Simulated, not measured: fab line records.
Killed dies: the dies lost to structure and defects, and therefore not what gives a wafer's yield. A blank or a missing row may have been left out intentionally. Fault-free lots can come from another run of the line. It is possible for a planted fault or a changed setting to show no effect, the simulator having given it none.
Problem report, 8D (eight disciplines) form, completed by code :: flow rit-cmos :: the parts of the form that need people (team, actions taken, sign-off) are left out

1. THE ISSUE
Wafers free of any fault read 178.9 ohm/sq (standard deviation 0.45) for PLDD_RS at RIT_SDANNEAL_RS_MEAS_06, against a mean of 186.4 ohm/sq on 6 wafers of 2 lots. Relative to the usual mean, that is a shift of +17 standard deviations.
The step: measures by four-point-probe.
First seen on wafer L623.1, day 6 19:33, on film-metro-04. Wafers with a number at this step in the record: 42, from 14 lots. Rule for "out", or "out of limits": more than 4 standard deviations from the usual mean. The rest of the wafers with a number are treated as sound.

2. WHAT IT IS, AND WHAT IT ISN'T
question: which readings at this step
is: PLDD_RS
is not: -

question: which lots
is: L623, L624
is not: L607, L608, L609, L610, L612, L613, L614, L615, L617, L618, L626, L627

question: which wafers of those lots
is: all that have a number
is not: -

question: read on which gauges
is: film-metro-01, film-metro-04
is not: film-metro-03

question: when
is: from day 6 19:33
is not: up to then (30 sound wafers); but 6 sound wafers of L626, L627 came after

3. THE SUSPECTS, EACH WITH WHAT RULES IT OUT
Counting: a tool at any process step up to the reading remains a suspect when it ran all the lots that are out and ran no sound lot after the first of those.
- ruled out: the gauge at RIT_SDANNEAL_RS_MEAS_06. The wafers that are out were read on 2 gauges (film-metro-01, film-metro-04).
- implanter-02 at RIT_PLDD_IMPLANT_08: kept. All lots that are out passed through it, beginning with L623 at day 6 12:22, and no sound lot followed; its final sound lot before that point was L613 at day 4 11:36. Its own readings are out on those wafers: dose-ions-cm2.
After counting, what remains is implanter-02 at RIT_PLDD_IMPLANT_08.

4. THE CAUSE (what the simulator had put in)
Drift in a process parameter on implanter-02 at RIT_PLDD_IMPLANT_08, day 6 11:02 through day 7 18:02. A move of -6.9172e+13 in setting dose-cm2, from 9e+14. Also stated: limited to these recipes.
Only this tool survived the counting.

5. SEQUENCE OF EFFECTS, ordered by route
One row per reading whose mean, taken over the struck wafers that have a number, lies over 3 standard deviations from the usual. Scope: only readings with a usual standard deviation given in the record; hours: median across lots of the time from each lot's start at the first step in this table that gives one to its start at this step; sigmas: change in usual standard deviations.
hours: 0
step: RIT_PLDD_IMPLANT_08
reading: dose-ions-cm2
usual: 8.998e+14
on struck wafers: 8.309e+14
change: -6.893e+13
sigmas: -77

hours: 0
step: RIT_PLDD_IMPLANT_08
reading: faraday-current-uA
usual: 2817
on struck wafers: 2588
change: -229
sigmas: -3.8

hours: 7
step: RIT_SDANNEAL_RS_MEAS_06
reading: PLDD_RS
usual: 178.9 ohm/sq
on struck wafers: 186.4
change: +7.5
sigmas: +17
Here are the process steps it includes:
- RIT_PLDD_IMPLANT_08

6. WHAT WOULD HAVE CAUGHT IT SOONER
Counted from the fault's start at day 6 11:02, it took 9 hours until the first out-of-limits reading at a measuring or inspecting step in this record, taken at day 6 19:33.
Tool's own readings at RIT_PLDD_IMPLANT_08, dose-ions-cm2: out on all struck wafers the step has rows for; an alarm limit on them would have tripped on the first.
Lots out: 2; of these, L624 started RIT_PLDD_IMPLANT_08 on implanter-02 after day 6 19:33. Putting the tool on hold at that point would have spared it.
